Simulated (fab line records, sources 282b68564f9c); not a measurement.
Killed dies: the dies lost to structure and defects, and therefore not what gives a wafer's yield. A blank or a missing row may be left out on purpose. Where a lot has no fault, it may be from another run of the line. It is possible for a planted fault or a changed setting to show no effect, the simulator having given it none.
Which of the tools did it? -- flow rit_cmos -- 39 wafers from 13 lots sampled at 3 of the route's 202 steps

## WHAT EACH GAUGE READ, for each wafer
RIT_ACTIVE_THK_MEAS_02. Usual: ACTIVE_OXIDE_THK typically reads 46.8 nm, with standard deviation 1.1.
lot,measured,on,ACTIVE_OXIDE_THK (nm),flag
L678,day 1 12:31,film_metro-03,45.2 44.2 44.3,
L680,day 1 23:15,film_metro-04,45.2 46.7 46.0,
L681,day 2 03:07,film_metro-02,48.1 47.8 48.3,
L682,day 2 08:03,film_metro-03,48.1 47.3 47.8,
L687,day 3 09:36,film_metro-04,52.5 51.6 52.5,OFF
L692,day 4 10:04,film_metro-02,45.9 46.3 46.4,
L693,day 4 15:03,film_metro-04,46.6 47.8 47.5,
L694,day 4 20:04,film_metro-04,47.4 47.6 47.6,
L696,day 5 06:04,film_metro-03,48.1 47.8 48.2,
L698,day 5 16:03,film_metro-04,47.9 48.6 48.0,
L699,day 5 21:04,film_metro-04,48.3 46.4 47.9,
L700,day 6 02:03,film_metro-04,46.9 47.9 47.4,
L701,day 6 07:04,film_metro-02,46.8 46.0 47.0,

RIT_PLDD_OVL_MEAS_06. Usual: PLDD_OVL typically reads -0.7 nm, with standard deviation 1.4.
lot,measured,on,PLDD_OVL (nm),flag
L678,day 2 20:09,overlay-01,0.8 0.3 1.0,
L680,day 3 06:29,overlay-01,1.1 1.6 1.6,
L681,day 3 10:21,overlay-01,-2.2 -3.4 -4.0,
L682,day 3 16:56,overlay-01,-1.8 -0.8 -1.5,
L687,day 4 16:47,overlay-02,-2.2 -1.9 -1.4,
L692,day 5 17:32,overlay-01,0.9 -1.1 -0.5,
L693,day 5 21:25,overlay-02,0.1 -0.6 0.1,
L694,day 6 02:48,overlay-02,-3.1 -1.9 -2.5,
L696,day 6 13:35,overlay-02,0.1 2.1 1.7,
L698,day 7 01:17,overlay-02,0.0 -1.9 -2.1,
L699,day 7 05:48,overlay-02,0.7 1.6 1.5,
L700,day 7 10:54,overlay-01,-0.7 -2.8 -1.7,
L701,day 7 18:04,overlay-02,-0.3 -0.9 -1.7,

## EACH LOT AND THE TOOL THAT RAN IT (in order: tool; ch and the chambers of the sampled wafers; start)
lot,RIT_ACTIVE_OXIDATION_01
L678,"furnace-02 ch 0, day 1 10:35"
L680,"furnace-04 ch 0, day 1 21:19"
L681,"furnace-04 ch 0, day 2 01:11"
L682,"furnace-03 ch 0, day 2 06:07"
L687,"furnace-04 ch 0, day 3 07:40"
L692,"furnace-03 ch 0, day 4 08:07"
L693,"furnace-03 ch 0, day 4 13:07"
L694,"furnace-03 ch 0, day 4 18:07"
L696,"furnace-02 ch 0, day 5 04:07"
L698,"furnace-03 ch 0, day 5 14:07"
L699,"furnace-03 ch 0, day 5 19:07"
L700,"furnace-02 ch 0, day 6 00:07"
L701,"furnace-02 ch 0, day 6 05:07"
- RIT_ACTIVE_OXIDATION_01: target thk 46.8 nm, ox time 3360 s.

## AS READ BY THE TOOLS THEMSELVES (means over the sampled wafers that have a number; for cases with no such wafer, the mark the record gives instead)
The record holds no such reading with a usual standard deviation.

## THE ANSWER, worked out from the rows above alone
Rule: a lot is off if the mean of its wafers that have a number lies more than 3 standard deviations from the usual mean. Also off: a lot with no number at a reading for which 4 or more lots have one. The other lots that the step has rows for count as sound. Order of review: gauges by route order, followed by the tools' own readings, for which a lot's mean as printed above is used. At the first step where some lot is off, the reading lying furthest off is the one used; lots without a number count as furthest.
Off: L687, seen at RIT_ACTIVE_THK_MEAS_02 (ACTIVE_OXIDE_THK).
If a tool, at a process step before that reading, ran all the lots that are off and no sound lot after the first of them, it fits. The gauges at RIT_ACTIVE_THK_MEAS_02 are tried like those tools. One candidate fits, namely furnace-04 at RIT_ACTIVE_OXIDATION_01. Its last sound lot is L681 (day 2 01:11), its first lot that is off L687 (day 3 07:40): a fault that began between those two fits.

## WHAT HAD BEEN PUT IN BY THE SIMULATOR
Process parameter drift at RIT_ACTIVE_OXIDATION_01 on furnace-04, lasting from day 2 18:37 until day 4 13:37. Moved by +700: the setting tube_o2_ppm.
Struck lots among those shown: L687. The same result came from the rule above.
